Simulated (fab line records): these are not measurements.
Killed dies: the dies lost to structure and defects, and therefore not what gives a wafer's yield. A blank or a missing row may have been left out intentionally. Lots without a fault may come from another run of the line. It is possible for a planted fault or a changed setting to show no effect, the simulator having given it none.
fab line records | flow rit-cmos
[record] lots = 5 wafers = 15 last-day = 6
route steps=202 shown CONTACT@178 M1@184
lots with no fault: from the same line, run without faults
start-h: the number of hours between the record's first day and the start of the first shown wafer of the lot | wait-h: time in hours since the lot's previous step | " unchanged from the row above | L1.1+2: a row that stands for several wafers | - no value present, or no start provided | * or withheld: withheld | < > ~ a bound
route shown NAME@n: names a module that has steps shown in the file, with the first one's number in the route | usual: mean/standard deviation taken from wafers without a fault | same: alike in all rows | chamber/n: place in a boat | sites: per-site readings | _std_site: standard deviation across them | _edge_site: mean of outer sites minus mean of inner sites | radius-mm: how far each site lies from the wafer's centre | mask NAME#n: copy n | behind: the last tool/chamber to shape the wafer | hold: cause of the lot's hold/its duration in hours/its outcome | device: whichever transistor did not switch (one of n, p or np) | end of line: the same wafers' tests at the end of the route | a step without rows: its recipe alone | killed: the dies lost at the first sort to structure and to defects; this is not the yield of the wafer | map: a wafer's dies, x killed, . not, _ none there
set.NAME: the run value of the setting; set.NAME@STEP: its run value at that earlier step | model.NAME: the simulator's own value behind a step, which no gauge read
certain route steps with their lots: each step a table, each wafer a row
services: the hour from which a tool's chamber was out of use, counted from the record's first day as start-h (under 0 if before that day), plus the number of hours and why
[[steps]]
[step RIT_CONTACT_HARDBAKE_10]
[recipe] resist = NOVOLAK temp-c = 140 time-s = 60
// columns lot.wafer tool chamber start-h wait-h
L081.1+3+5 litho-track-01 0 99.34 0.0
L082.1+5+6 litho-track-04 0 99.73 0.0
L083.1+2+3 litho-track-04 0 105.38 0.0
L087.4+5+6 litho-track-04 0 122.39 0.1
L089.2+4+6 litho-track-04 0 135.09 0.0
[step RIT_CONTACT_ETCH_11]
[recipe] target-depth-a = 4800 over-etch-frac = 0.2 stop-on = TiSi2 chemistry = CHF3/CF4/Ar target = SiO2 CHF3_flow_sccm = 50 cf4-flow-sccm = 10 Ar_flow_sccm = 100 O2_flow_sccm = 5 pressure-mtorr = 100 rf-w = 200 time-s = 320
[usual] cf4-flow-sccm = 10.00/0.033 drypump-motor-current-A = 5.4/0.47 oes-product-au = 0.987/0.014 throttle-valve-pct = 8.86/0.087
// columns lot.wafer tool chamber start-h wait-h cf4-flow-sccm drypump-motor-current-A oes-product-au rf-hours-counter-h throttle-valve-pct
L081.1 rie-diel-02 2 99.49 0.1 10.00 5.9 0.968 7 8.91
L081.3 " 1 " " 10.00 5.9 0.985 50 8.90
L081.5 " 2 " " 10.01 5.9 0.966 - 8.90
L082.1 rie-diel-04 0 99.88 0.1 10.02 5.7 0.988 57 8.76
L082.5 " 0 " " 10.00 5.7 0.992 - 8.76
L082.6 " 1 " " 9.94 5.1 0.995 - 8.80
L083.1 rie-diel-04 3 105.53 0.1 10.02 5.2 0.976 36 8.94
L083.2 " 0 " " 10.04 5.6 0.983 58 8.77
L083.3 " 1 " " 9.98 5.0 0.992 134 8.81
L087.4 rie-diel-02 0 122.46 0.1 9.95 5.0 0.970 65 8.76
L087.5 " 1 " " 9.97 5.8 0.982 - 8.90
L087.6 " 0 " " 9.99 5.0 0.976 - 8.74
L089.2 rie-diel-02 1 135.22 0.1 10.00 5.9 0.976 51 8.90
L089.4 " 3 " " 9.95 6.2 0.974 7 9.06
L089.6 " 0 " " 9.99 5.0 0.985 - 8.75
[step RIT_CONTACT_STRIP_12]
[recipe] chemistry = O2 time-s = 180 resist = NOVOLAK platen-temp-c = withheld power-w = 500 pressure-mtorr = 4000 o2-flow-sccm = 4000
[usual] drypump-motor-current-A = 6.02/0.29
// columns lot.wafer tool chamber start-h wait-h drypump-motor-current-A rf-hours-counter-h
L081.1 plasma-asher-04 0 99.68 0.1 6.29 46
L081.3 " 1 " " 6.04 -
L081.5 " 0 " " 6.27 -
L082.1 plasma-asher-03 0 100.08 0.1 5.56 45
L082.5 " 1 " " 6.40 -
L082.6 " 0 " " 5.58 -
L083.1 plasma-asher-01 1 105.72 0.1 5.66 33
L083.2 " 0 " " 6.14 33
L083.3 " 1 " " 5.65 -
L087.4 plasma-asher-03 0 122.72 0.2 5.54 -
L087.5 " 0 " " 5.59 -
L087.6 " 1 " " 6.42 -
L089.2 plasma-asher-04 0 135.41 0.1 6.28 2
L089.4 " 0 " " 6.24 -
L089.6 " 1 " " 6.04 -
[step RIT_CONTACT_CD_MEAS_90]
[recipe] target-cd-nm = 1000
[usual] cd-nm = 1000.4/2.1
// columns lot.wafer tool chamber start-h wait-h cd-nm
L081.1 cd-sem-02 - 99.86 0.1 1001.2
L081.3 " - " " 1000.7
L081.5 " - " " 1001.5
L082.1 cd-sem-02 - 100.25 0.1 1001.9
L082.5 " - " " 998.8
L082.6 " - " " 1000.1
L083.1 cd-sem-02 - 105.89 0.1 1002.1
L083.2 " - " " 999.1
L083.3 " - " " 1000.3
L087.4 cd-sem-02 - 122.89 0.1 998.8
L087.5 " - " " 999.6
L087.6 " - " " 999.1
L089.2 cd-sem-01 - 135.61 0.1 997.7
L089.4 " - " " 1000.8
L089.6 " - " " 997.1
[step RIT_CONTACT_CLEAN_13]
[recipe] chemistry = SC1 mix = 3:3:50 time-s = 600 temp-c = 75
// columns lot.wafer tool chamber start-h wait-h
L081.1+3+5 wet-bench-02 3 99.98 0.1
L082.1+5+6 wet-bench-04 1 100.37 0.1
L083.1+2+3 wet-bench-04 2 106.01 0.1
L087.4+5+6 wet-bench-02 1 122.95 0.0
L089.2+4+6 wet-bench-03 1 135.71 0.1
[step RIT_CONTACT_CLEAN_14]
[recipe] chemistry = SC2 mix = 3:3:50 time-s = 600 temp-c = 75 dry = n2-spin
// columns lot.wafer tool chamber start-h wait-h
L081.1+3+5 wet-bench-04 2 100.15 0.0
L082.1+5+6 wet-bench-02 3 100.57 0.0
L083.1+2+3 wet-bench-03 3 106.21 0.0
L087.4+5+6 wet-bench-04 1 123.13 0.0
L089.2+4+6 wet-bench-03 2 135.88 0.0
[step RIT_M1_SPUTTER_00]
[recipe] material = Al target-thk-nm = 400 power-w = 2000 chamber-pressure-pa = 0.4 gas = Ar time-s = 500 substrate-temp-c = 25
[usual] throttle-valve-pct = 29.8/0.87
// columns lot.wafer tool chamber start-h wait-h throttle-valve-pct
L081.1 pvd-sputter-04 - 100.35 0.0 28.4
L081.3 " - " " 28.3
L081.5 " - " " 29.4
L082.1 pvd-sputter-04 - 100.74 0.0 30.4
L082.5 " - " " 30.5
L082.6 " - " " 28.4
L083.1 pvd-sputter-01 - 106.38 0.0 29.5
L083.2 " - " " 30.6
L083.3 " - " " 30.6
L087.4 pvd-sputter-01 - 123.32 0.0 30.3
L087.5 " - " " 29.6
L087.6 " - " " 30.3
L089.2 pvd-sputter-01 - 136.06 0.0 30.7
L089.4 " - " " 29.6
L089.6 " - " " 31.1
[step RIT_M1_RS_MEAS_01]
[recipe] thk-meas-gauge = four-point-probe reads = Al_of_M1_SPUTTER_00
[usual] M1_AL_RS = 0.0740/0.00075
// columns lot.wafer tool chamber start-h wait-h M1_AL_RS[ohm/sq]
L081.1 film-metro-02 - 100.64 0.1 0.0742
L081.3 " - " " 0.0744
L081.5 " - " " 0.0750
L082.1 film-metro-02 - 101.03 0.1 0.0744
L082.5 " - " " 0.0741
L082.6 " - " " 0.0744
L083.1 film-metro-02 - 106.68 0.1 0.0727
L083.2 " - " " 0.0732
L083.3 " - " " 0.0740
L087.4 film-metro-02 - 123.67 0.2 0.0740
L087.5 " - " " 0.0731
L087.6 " - " " 0.0738
L089.2 film-metro-04 - 136.37 0.2 0.0762
L089.4 " - " " 0.0749
L089.6 " - " " 0.0747
[step RIT_M1_THK_MEAS_02]
[recipe] thk-meas-gauge = xrf reads = Al_of_M1_SPUTTER_00
[usual] M1_AL_THK = 404/4.9
// columns lot.wafer tool chamber start-h wait-h M1_AL_THK[nm]
L081.1 film-metro-02 - 100.76 0.1 405
L081.3 " - " " 404
L081.5 " - " " 399
L082.1 film-metro-02 - 101.15 0.1 402
L082.5 " - " " 406
L082.6 " - " " 404
L083.1 film-metro-02 - 106.80 0.1 414
L083.2 " - " " 412
L083.3 " - " " 406
L087.4 film-metro-02 - 123.76 0.1 409
L087.5 " - " " 412
L087.6 " - " " 407
L089.2 film-metro-04 - 136.48 0.1 392
L089.4 " - " " 400
L089.6 " - " " 403
[step RIT_M1_HMDS_03]
[recipe] prime-time-s = 60 prime-temp-c = 140
[usual] prime-temp-c = 139.97/0.16
// columns lot.wafer tool chamber start-h wait-h prime-temp-c
L081.1 litho-track-01 0 101.06 0.3 139.90
L081.3 " 0 " " 140.01
L081.5 " 0 " " 139.89
L082.1 litho-track-03 0 101.21 0.1 139.88
L082.5 " 0 " " 140.03
L082.6 " 0 " " 139.82
L083.1 litho-track-04 0 106.86 0.1 139.88
L083.2 " 0 " " 139.73
L083.3 " 0 " " 139.75
L087.4 litho-track-04 0 124.05 0.3 139.87
L087.5 " 0 " " 139.96
L087.6 " 0 " " 139.88
L089.2 litho-track-01 0 136.55 0.1 139.90
L089.4 " 0 " " 139.97
L089.6 " 0 " " 139.90
[step RIT_M1_COAT_04]
[recipe] resist = NOVOLAK spin-rpm = 2000 resist-thk-nm = 1300
// columns lot.wafer tool chamber start-h wait-h
L081.1+3+5 litho-track-01 0 101.21 0.1
L082.1+5+6 litho-track-03 0 101.36 0.1
L083.1+2+3 litho-track-04 0 107.01 0.1
L087.4+5+6 litho-track-04 0 124.20 0.1
L089.2+4+6 litho-track-01 0 136.70 0.1
[step RIT_M1_SOFTBAKE_05]
[recipe] resist = NOVOLAK temp-c = 90 time-s = 60
// columns lot.wafer tool chamber start-h wait-h
L081.1+3+5 litho-track-01 0 101.36 0.1
L082.1+5+6 litho-track-03 0 101.51 0.1
L083.1+2+3 litho-track-04 0 107.16 0.1
L087.4+5+6 litho-track-04 0 124.35 0.1
L089.2+4+6 litho-track-01 0 136.85 0.1
[step RIT_M1_EXPOSE_06]
[recipe] mask-id = M12 na = 0.6 source-shape = conventional sigma-outer = 0.5 target-cd-nm = 2600 dose-mj = 250
// columns lot.wafer tool chamber start-h wait-h mask
L081.1+3+5 iline-stepper-01 0 101.63 0.2 M12#0
L082.1+5+6 iline-stepper-02 0 101.87 0.3 M12#0
L083.1+2+3 iline-stepper-02 0 107.31 0.1 M12#0
L087.4+5+6 iline-stepper-01 0 124.48 0.1 M12#0
L089.2+4+6 iline-stepper-02 0 137.00 0.1 M12#0
[step RIT_M1_PEB_07]
[recipe] resist = NOVOLAK temp-c = withheld time-s = withheld
// columns lot.wafer tool chamber start-h wait-h
L081.1+3+5 litho-track-01 0 101.96 0.3
L082.1+5+6 litho-track-04 0 102.06 0.2
L083.1+2+3 litho-track-03 0 107.42 0.1
L087.4+5+6 litho-track-03 0 124.61 0.1
L089.2+4+6 litho-track-01 0 137.12 0.1
[step RIT_M1_DEVELOP_08]
[recipe] resist = NOVOLAK develop-time-s = 68 dev-temp-c = 23
[same] develop-time-s = 68
// columns lot.wafer tool chamber start-h wait-h
L081.1+3+5 litho-track-01 0 - -
L082.1+5+6 litho-track-04 0 - -
L083.1+2+3 litho-track-03 0 - -
L087.4+5+6 litho-track-03 0 - -
L089.2+4+6 litho-track-01 0 - -
[step RIT_M1_CD_MEAS_09]
[recipe] target-cd-nm = 2600
[usual] cd-nm = 2599.8/2.1
// columns lot.wafer tool chamber start-h wait-h cd-nm
L081.1 cd-sem-01 - 102.27 - 2599.2
L081.3 " - " " 2598.8
L081.5 " - " " 2597.8
L082.1 cd-sem-02 - 102.37 - 2601.9
L082.5 " - " " 2600.8
L082.6 " - " " 2600.8
L083.1 cd-sem-01 - 107.74 - 2598.7
L083.2 " - " " 2599.5
L083.3 " - " " 2602.2
L087.4 cd-sem-02 - 124.91 - 2600.2
L087.5 " - " " 2601.0
L087.6 " - " " 2599.8
L089.2 cd-sem-02 - 137.43 - 2599.3
L089.4 " - " " 2599.2
L089.6 " - " " 2599.3
[step RIT_M1_OVL_MEAS_10]
[usual] M1_OVL = -0.8/1.6
// columns lot.wafer tool chamber start-h wait-h M1_OVL[nm]
L081.1 overlay-01 - 102.39 0.1 -0.7
L081.3 " - " " -1.9
L081.5 " - " " -2.0
L082.1 overlay-02 - 102.49 0.1 0.9
L082.5 " - " " 0.9
L082.6 " - " " 0.2
L083.1 overlay-02 - 107.86 0.1 1.2
L083.2 " - " " 1.1
L083.3 " - " " -0.6
L087.4 overlay-01 - 124.99 0.1 -0.4
L087.5 " - " " -1.7
L087.6 " - " " -0.8
L089.2 overlay-01 - 137.54 0.1 1.7
L089.4 " - " " 1.3
L089.6 " - " " 1.0
[step RIT_M1_HARDBAKE_11]
[recipe] resist = NOVOLAK temp-c = 140 time-s = 120
// columns lot.wafer tool chamber start-h wait-h
L081.1+3+5 litho-track-04 0 102.43 0.0
L082.1+5+6 litho-track-01 0 102.58 0.1
L083.1+2+3 litho-track-01 0 107.89 0.0
L087.4+5+6 litho-track-01 0 125.13 0.1
L089.2+4+6 litho-track-01 0 137.61 0.1
[step RIT_M1_METAL_ETCH_12]
[recipe] stop-on = SiO2 chemistry = Cl2/BCl3 target = Al time-s = 165 over-etch-frac = 0.5 pressure-mtorr = 100 target-depth-a = 6000 rf-w = 250 Cl2_flow_sccm = 60 bcl3-flow-sccm = 50
[usual] bcl3-flow-sccm = 50.00/0.14 drypump-motor-current-A = 5.7/0.53 oes-product-au = 0.775/0.011 throttle-valve-pct = 8.40/0.12
// columns lot.wafer tool chamber start-h wait-h bcl3-flow-sccm drypump-motor-current-A oes-product-au rf-hours-counter-h throttle-valve-pct
L081.1 rie-metal-04 1 102.68 0.2 50.01 4.9 0.762 31 8.23
L081.3 " 1 " " 49.95 4.9 0.766 - 8.23
L081.5 " 1 " " 49.91 4.9 0.755 - 8.25
L082.1 rie-metal-01 1 102.83 0.2 49.95 6.3 0.766 4 8.55
L082.5 " 1 " " 49.94 6.2 0.772 - 8.57
L082.6 " 0 " " 50.18 5.6 0.773 - 8.27
L083.1 rie-metal-02 0 108.14 0.2 49.75 5.8 0.777 1 8.51
L083.2 " 1 " " 50.04 6.4 0.787 1 8.41
L083.3 " 0 " " 49.89 5.8 0.779 - 8.54
L087.4 rie-metal-01 1 125.31 0.1 49.94 6.2 0.767 - 8.57
L087.5 " 1 " " 50.06 6.3 0.775 - 8.54
L087.6 " 0 " " 49.98 5.6 0.776 - 8.26
L089.2 rie-metal-02 0 137.82 0.2 50.17 5.7 0.755 1 8.53
L089.4 " 1 " " 49.91 6.4 0.781 - 8.41
L089.6 " 0 " " 50.14 5.8 0.768 - 8.51
[step RIT_M1_STRIP_13]
[recipe] chemistry = nmp resist = NOVOLAK temp-c = 80 time-s = 600 dry = n2-spin
// columns lot.wafer tool chamber start-h wait-h
L082.1+5+6 wet-bench-03 2 103.00 0.1
L081.1+3+5 wet-bench-04 3 103.00 0.3
L083.1+2+3 wet-bench-01 3 108.30 0.1
L087.4+5+6 wet-bench-01 0 125.42 0.1
L089.2+4+6 wet-bench-04 1 137.98 0.1
[step RIT_M1_STRIP_14]
[recipe] chemistry = O2 time-s = 180 platen-temp-c = withheld power-w = 500 pressure-mtorr = 4000 o2-flow-sccm = 4000
[usual] drypump-motor-current-A = 5.9/0.54
// columns lot.wafer tool chamber start-h wait-h drypump-motor-current-A rf-hours-counter-h
L082.1 plasma-asher-02 1 103.17 0.0 4.9 44
L082.5 " 0 " " 6.6 -
L082.6 " 1 " " 4.9 -
L081.1 plasma-asher-03 1 103.21 0.0 6.4 45
L081.3 " 1 " " 6.4 -
L081.5 " 0 " " 5.6 -
L083.1 plasma-asher-03 0 108.48 0.0 5.6 46
L083.2 " 1 " " 6.4 46
L083.3 " 1 " " 6.4 -
L087.4 plasma-asher-03 0 125.65 0.1 5.6 -
L087.5 " 1 " " 6.4 -
L087.6 " 0 " " 5.6 -
L089.2 plasma-asher-03 1 138.15 0.0 6.5 50
L089.4 " 1 " " 6.5 -
L089.6 " 0 " " 5.6 -
[step RIT_M1_CD_MEAS_90]
[recipe] target-cd-nm = 2600
[usual] cd-nm = 2599.6/2.8
// columns lot.wafer tool chamber start-h wait-h cd-nm
L082.1 cd-sem-01 - 103.35 0.1 2604.5
L082.5 " - " " 2602.9
L082.6 " - " " 2601.7
L081.1 cd-sem-02 - 103.38 0.1 2599.2
L081.3 " - " " 2597.7
L081.5 " - " " 2597.9
L083.1 cd-sem-02 - 108.65 0.1 2597.8
L083.2 " - " " 2599.3
L083.3 " - " " 2599.7
L087.4 cd-sem-02 - 125.83 0.1 2599.7
L087.5 " - " " 2602.5
L087.6 " - " " 2599.3
L089.2 cd-sem-01 - 138.35 0.1 2595.6
L089.4 " - " " 2598.7
L089.6 " - " " 2595.8
[step RIT_M1_ANNEAL_15]
[recipe] temp-c = 450 time-s = 1800 ambient = forming_gas_H2N2
[usual] spike-tc-centre-C = 453.3/1
// columns lot.wafer tool chamber start-h wait-h spike-tc-centre-C
L082.1 furnace-02 0 103.47 0.1 454.1
L082.5 " 0 " " 453.0
L082.6 " 0 " " 452.6
L081.1 furnace-02 0 104.97 1.6 453.0
L081.3 " 0 " " 452.9
L081.5 " 0 " " 452.5
L083.1 furnace-02 0 108.77 0.1 451.9
L083.2 " 0 " " 452.7
L083.3 " 0 " " 454.2
L087.4 furnace-02 0 125.89 0.0 452.1
L087.5 " 0 " " 453.0
L087.6 " 0 " " 451.7
L089.2 furnace-02 0 138.45 0.1 453.7
L089.4 " 0 " " 456.2
L089.6 " 0 " " 453.5
[step RIT_M1_BOW_MEAS_16]
[recipe] mode = bow
[usual] M1_BOW = 18/6.9
// columns lot.wafer tool chamber start-h wait-h M1_BOW[um]
L082.1 film-metro-01 - 104.97 0.0 18
L082.5 " - " " 16
L082.6 " - " " 25
L081.1 film-metro-01 - 106.47 0.0 16
L081.3 " - " " 20
L081.5 " - " " 34
L083.1 film-metro-02 - 110.27 0.0 11
L083.2 " - " " 23
L083.3 " - " " 18
L087.4 film-metro-01 - 127.45 0.1 20
L087.5 " - " " 11
L087.6 " - " " 17
L089.2 film-metro-04 - 139.97 0.0 22
L089.4 " - " " 17
L089.6 " - " " 17
[step RIT_M1_PROBE_99]
[usual] defect-limited-yield = 97.6/1 killed-at-front-end = 6.2/2.8 killed-dies = 6.3/2.7 killed-open = 3.1/2 killed-short = 3.2/1.8 sort_bin_5_function = 1.3/0.73 sort_bin_6_memory = 1.0/0.62 sort-n-pass = 257.7/2.7 sort-yield-pct = 97.6/1
[same] gross-dies = 264 killed_at_M0_to_M3 = 0 killed_at_M4_up = 0 killed-at-back-side = 0 killed-at-contacts = 0 killed-at-other = 0 sort_bin_3_pad_short[%] = 0
// columns lot.wafer tool chamber start-h wait-h defect-limited-yield[%] killed-at-front-end killed-dies killed-open killed-short sort_bin_5_function[%] sort_bin_6_memory[%] sort-n-pass sort-yield-pct[%]
L082.1 prober-01 - 105.09 0.1 98.1 5 5 3 2 1.1 0.8 259.0 98.1
L082.5 prober-01 - 105.29 0.2 98.9 3 3 1 2 0 1.1 261.0 98.9
L082.6 prober-01 - 105.34 0.2 98.1 5 5 3 2 1.5 0.4 259.0 98.1
L081.1 prober-02 - 106.59 0.1 98.1 5 5 2 3 1.1 0.8 259.0 98.1
L081.3 prober-02 - 106.69 0.2 96.6 9 9 6 3 2.7 0.8 255.0 96.6
L081.5 prober-02 - 106.79 0.2 98.9 3 3 2 1 0 1.1 261.0 98.9
L083.1 prober-01 - 110.39 0.1 98.1 5 5 4 1 1.1 0.8 259.0 98.1
L083.2 prober-01 - 110.44 0.1 98.5 4 4 2 2 1.1 0.4 260.0 98.5
L083.3 prober-01 - 110.49 0.2 98.1 5 5 0 5 1.5 0.4 259.0 98.1
L087.4 prober-02 - 127.66 0.2 98.1 5 5 3 2 0.8 1.1 259.0 98.1
L087.5 prober-02 - 127.71 0.2 98.5 4 4 4 0 0.4 1.1 260.0 98.5
L087.6 prober-02 - 127.76 0.2 97.3 7 7 5 2 1.5 1.1 257.0 97.3
L089.2 prober-02 - 140.12 0.1 98.9 3 3 1 2 1.1 0 261.0 98.9
L089.4 prober-02 - 140.22 0.2 98.5 4 4 2 2 1.1 0.4 260.0 98.5
L089.6 prober-02 - 140.32 0.2 99.6 1 1 1 0 0.4 0 263.0 99.6
// killed by level:class
L082.1 ACTIVE:geometric-particle:short=1 FOX1:geometric-particle:open=1 FOX1:geometric-particle:short=1 FOX2:geometric-particle:open=1 REOX:geometric-particle:open=1
L082.5 GATE:geometric-particle:short=1 SPACER:geometric-particle:open=1 SPACER:geometric-particle:short=1
L082.6 GATE:geometric-particle:open=3 GATE:geometric-particle:short=1 SILICIDE:geometric-particle:short=1
L081.1 FOX1:geometric-particle:short=1 GATE:geometric-particle:open=1 REOX:geometric-particle:open=1 SPACER:geometric-particle:short=1 SILICIDE:geometric-particle:short=1
L081.3 SPACER:geometric-particle:open=4 GATE:geometric-particle:short=3 GATE:geometric-particle:open=2
L081.5 GATE:geometric-particle:open=2 ACTIVE:geometric-particle:short=1
L083.1 FOX2:geometric-particle:open=1 GATE:geometric-particle:open=1 REOX:geometric-particle:open=1 REOX:geometric-particle:short=1 SPACER:geometric-particle:open=1
L083.2 SILICIDE:geometric-particle:open=2 FOX1:geometric-particle:short=1 GATE:geometric-particle:short=1
L083.3 GATE:geometric-particle:short=2 REOX:geometric-particle:short=2 SILICIDE:geometric-particle:short=1
L087.4 GATE:geometric-particle:open=2 FOX1:geometric-particle:short=1 FOX1:geometric-particle:open=1 GATE:geometric-particle:short=1
L087.5 GATE:geometric-particle:open=4
L087.6 FOX1:geometric-particle:open=4 FOX2:geometric-particle:short=1 SILICIDE:geometric-particle:short=1 SILICIDE:geometric-particle:open=1
L089.2 FOX1:geometric-particle:short=1 FOX1:geometric-particle:open=1 GATE:geometric-particle:short=1
L089.4 SILICIDE:geometric-particle:short=2 GATE:geometric-particle:open=1 SILICIDE:geometric-particle:open=1
L089.6 GATE:geometric-particle:open=1
[[services]]
// columns tool chamber start-h hours kind
rie-diel-04 2 79.69 2.3 repair
rie-diel-04 - 85.92 0.3 repair
rie-diel-04 0 91.03 4.7 repair
rie-diel-02 3 97.35 7.3 repair
pvd-sputter-01 - 99.46 6.6 repair
rie-metal-04 0 101.85 2.4 repair
plasma-asher-04 - 108.75 9.0 pm
plasma-asher-04 0 108.75 9.0 vent-cycle
plasma-asher-04 1 108.75 9.0 vent-cycle
rie-diel-04 2 109.71 2.6 repair
wet-bench-01 - 111.40 6.5 repair
pvd-sputter-01 - 115.72 1.0 repair
rie-diel-02 3 116.69 4.2 repair
plasma-asher-04 0 117.75 - clean
plasma-asher-04 1 117.75 - clean
rie-diel-02 2 129.56 2.0 repair
rie-metal-04 - 136.12 20.0 pm
rie-metal-04 0 136.12 20.0 vent-cycle
rie-metal-04 1 136.12 20.0 vent-cycle
[[key]]
fault none
